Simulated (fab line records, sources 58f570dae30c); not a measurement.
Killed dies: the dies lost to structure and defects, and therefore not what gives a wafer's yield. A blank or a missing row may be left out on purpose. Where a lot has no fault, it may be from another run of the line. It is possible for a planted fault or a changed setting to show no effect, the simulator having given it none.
Matching of chambers | flow berkeley_cmos170 | 4 sister chambers for UCB170_M1_ETCH_11 on rie_diel-04
The step etches BARC in N2/H2. 14 wafers are shown with their chamber, then 7 later ones without.

== EACH WAFER AND ITS CHAMBER ==
wafer  | chamber | throttle_valve_pct (%) | oes_product_au (a.u.)
L125.1 | 1       | 13.58                  | 1.011
L125.2 | 0       | 13.36                  | 0.989
L125.4 | 3       | 13.20                  | 1.011
L124.2 | 3       | 13.19                  | 1.018
L124.4 | 2       | 13.53                  | 0.985
L124.5 | 0       | 13.36                  | 1.004
L127.2 | 1       | 13.59                  | 1.015
L127.4 | 0       | 13.36                  | 1.014
L127.5 | 2       | 13.52                  | 0.992
L129.1 | 1       | 13.60                  | 1.020
L129.3 | 2       | 13.54                  | 0.978
L129.4 | 0       | 13.34                  | 1.003
L130.1 | 1       | 13.58                  | 1.011
L130.2 | 0       | 13.35                  | 0.994

SIGNATURES, as means of the wafers listed above
reading            | chamber 0 | chamber 1 | chamber 2 | chamber 3 | scatter within a chamber
throttle_valve_pct | 13.3540   | 13.5875   | 13.5300   | 13.1950   | 0.00919
oes_product_au     | 1.00080   | 1.01425   | 0.98500   | 1.01450   | 0.00743
Rule: for each reading, subtract the chamber's mean from the wafer's reading, divide by that reading's scatter and square the result; add these up over the readings and take the root, which gives the wafer's distance from the chamber. If the next closest chamber is less than 2 further off than the closest, the wafer can't be placed; otherwise it belongs to the closest. The scatter is the square root of a quotient: the sum, over the shown wafers, of each reading's squared deviation from its chamber's mean, divided by wafers minus chambers.

== WAFERS WITH NO CHAMBER GIVEN ==
wafer  | throttle_valve_pct (%) | oes_product_au (a.u.)
L130.6 | 13.37                  | 1.005
L137.3 | 13.35                  | 1.000
L137.4 | 13.59                  | 1.010
L137.5 | 13.54                  | 0.978
L143.1 | 13.55                  | 0.977
L143.2 | 13.59                  | 1.019
L143.5 | 13.54                  | 0.973

== THE CHAMBER EACH PASSED THROUGH ==
wafer  | from the rows above | in truth
L130.6 | 0                   | 0
L137.3 | 0                   | 0
L137.4 | 1                   | 1
L137.5 | 2                   | 2
L143.1 | 2                   | 2
L143.2 | 1                   | 1
L143.5 | 2                   | 2
Placed correctly: 7 of 7. From these rows, 0 cannot be placed. Placed wrongly: 0.
